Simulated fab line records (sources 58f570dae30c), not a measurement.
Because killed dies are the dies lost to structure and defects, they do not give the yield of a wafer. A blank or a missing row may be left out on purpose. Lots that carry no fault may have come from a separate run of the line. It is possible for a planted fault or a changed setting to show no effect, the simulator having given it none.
Which tool is to blame? | flow berkeley cmos170 | 11 lots with 33 wafers sampled at 3 steps, on a route of 331 steps

## WHAT EACH GAUGE READ, for each wafer
UCB170_ACTIVE_THK_MEAS_06.
lot  | measured    | on            | ACTIVE_NITRIDE_THK (nm)
L518 | day 4 18:44 | film metro-04 | 219.1 219.6 219.1
L519 | day 4 18:45 | film metro-01 | 219.6 218.5 217.5
L520 | day 4 18:44 | film metro-03 | 219.7 221.4 221.4
L521 | day 5 12:08 | film metro-03 | 221.2 220.3 220.8
L522 | day 5 12:10 | film metro-01 | 217.9 217.0 217.0
L523 | day 5 12:10 | film metro-04 | 219.1 220.5 218.5
L524 | day 5 21:26 | film metro-01 | 219.4 218.9 219.4
L525 | day 6 02:10 | film metro-01 | 219.2 219.9 221.1
L527 | day 6 10:14 | film metro-04 | 373.4 373.8 374.6 373.3 373.5 374.1
L528 | day 6 10:13 | film metro-01 | 375.1 375.6 374.4 375.1 375.6 375.1
L541 | day 9 17:46 | film metro-03 | 220.7 219.0 219.6

## WHAT TOOL EACH LOT RAN ON (gives the tool, then ch and the chambers of the sampled wafers, and finally the start)
lot  | UCB170_PWELL_ETCH_14              | UCB170_ACTIVE_CVD_05
L518 | rie diel-02 ch 1,2, day 3 07:25   | lpcvd-01 ch 0, day 4 16:49
L519 | rie diel-02 ch 0,3, day 3 16:21   | lpcvd-01 ch 0, day 4 16:49
L520 | rie diel-03 ch 0,2,3, day 3 16:08 | lpcvd-01 ch 0, day 4 16:49
L521 | rie diel-01 ch 0,1,2, day 4 01:42 | lpcvd-01 ch 1, day 5 10:14
L522 | rie diel-02 ch 0,1,3, day 4 07:00 | lpcvd-01 ch 0, day 5 10:14
L523 | rie diel-01 ch 2,3, day 4 07:00   | lpcvd-01 ch 1, day 5 10:14
L524 | rie diel-02 ch 0,1,2, day 4 13:19 | lpcvd-02 ch 1, day 5 19:31
L525 | rie diel-03 ch 0,3, day 4 17:46   | lpcvd-02 ch 1, day 6 00:14
L527 | rie diel-01 ch 0,1, day 5 04:03   | lpcvd-02 ch 0, day 6 08:17
L528 | rie diel-03 ch 1,3, day 5 03:50   | lpcvd-02 ch 1, day 6 08:17
L541 | rie diel-01 ch 0,3, day 8 06:29   | lpcvd-02 ch 0, day 9 15:50
- UCB170_PWELL_ETCH_14: etches Si3N4 in CH3F/Ar/O2, stops on SiO2, target depth 242 nm, time 151 s.
- UCB170_ACTIVE_CVD_05: deposits Si3N4 from SiH2Cl2/NH3, target thk 220 nm, time 3300 s.

## THE ANSWER, worked out from the rows above alone
Rule: the usual values come from the lots themselves. Put in order of their means at a reading, lots are off if they are a third of the lots or fewer, leave a main group of 4 or more, and stand apart from it by a gap of 3 or more times the standard deviation of the main group's means; of several such gaps the widest counts. A main group whose means are all the same, to the digits that the tables above print for the reading, isn't used. Also off: a lot with no number at a reading for which 4 or more lots have one. The other lots that the step has rows for count as sound.
Off: at UCB170_ACTIVE_THK_MEAS_06 (ACTIVE_NITRIDE_THK), L527, L528. Main group: mean 219.5 nm, sd 1.
If a tool, at a process step before that reading, ran all the lots that are off and no sound lot after the first of them, it fits. The gauges at UCB170_ACTIVE_THK_MEAS_06 are tried like those tools. Of those tried, none fits.

## WHAT THE SIMULATOR HAD PUT IN
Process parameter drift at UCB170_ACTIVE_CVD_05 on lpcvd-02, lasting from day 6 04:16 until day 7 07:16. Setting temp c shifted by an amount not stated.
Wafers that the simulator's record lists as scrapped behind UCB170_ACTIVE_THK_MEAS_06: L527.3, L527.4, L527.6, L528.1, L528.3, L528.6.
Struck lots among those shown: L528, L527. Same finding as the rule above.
